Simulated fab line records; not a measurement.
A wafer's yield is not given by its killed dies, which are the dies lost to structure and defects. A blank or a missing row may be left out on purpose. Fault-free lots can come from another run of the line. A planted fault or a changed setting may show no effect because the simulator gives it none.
Chamber matching -- flow ritCmos -- rieSi-01 running RIT_GATE_ETCH_19: 4 sister chambers
The step etches poly-Si in SF6/CHF3/O2, stops on SiO2, time 165 s, target depth 312.5 nm. 8 wafers are shown with their chamber, then 7 later ones without.

## WAFERS, EACH WITH ITS CHAMBER
wafer,chamber,drypumpMotorCurrentA (A),throttleValvePct (%)
L132.3,2,5.5,10.06
L134.4,0,6.0,10.05
L138.1,2,5.5,10.07
L138.3,1,5.9,10.18
L139.1,1,6.0,10.15
L139.6,3,5.5,9.98
L143.3,3,5.5,9.97
L143.5,0,6.0,10.06

## WAFERS WITHOUT THEIR CHAMBER
wafer,drypumpMotorCurrentA (A),throttleValvePct (%)
L143.6,6.0,10.15
L145.1,5.5,10.08
L145.2,6.0,10.04
L145.6,6.0,10.06
L147.3,6.0,10.07
L149.4,5.5,9.97
L149.6,5.5,10.07

## THE CHAMBER EACH PASSED THROUGH
wafer,from the rows above,in truth
L143.6,1,1
L145.1,2,2
L145.2,0,0
L145.6,0,0
L147.3,0,0
L149.4,3,3
L149.6,2,2
Placed correctly: 7 of 7. Not placeable from these rows: 0. Wrongly placed: 0.
How it was worked out, from the rows above alone: a wafer's distance from a chamber is the root of the sum, over the readings, of the square of ((its reading less the chamber's mean) divided by the reading's scatter). The wafer belongs to the nearest chamber; if the next one is less than 2 further off, it can't be placed. The mean given for a chamber averages the wafers shown for that chamber. The scatter: the root of (the sum of the squares of (reading less its chamber's mean) over the shown wafers, divided by (wafers less chambers)).
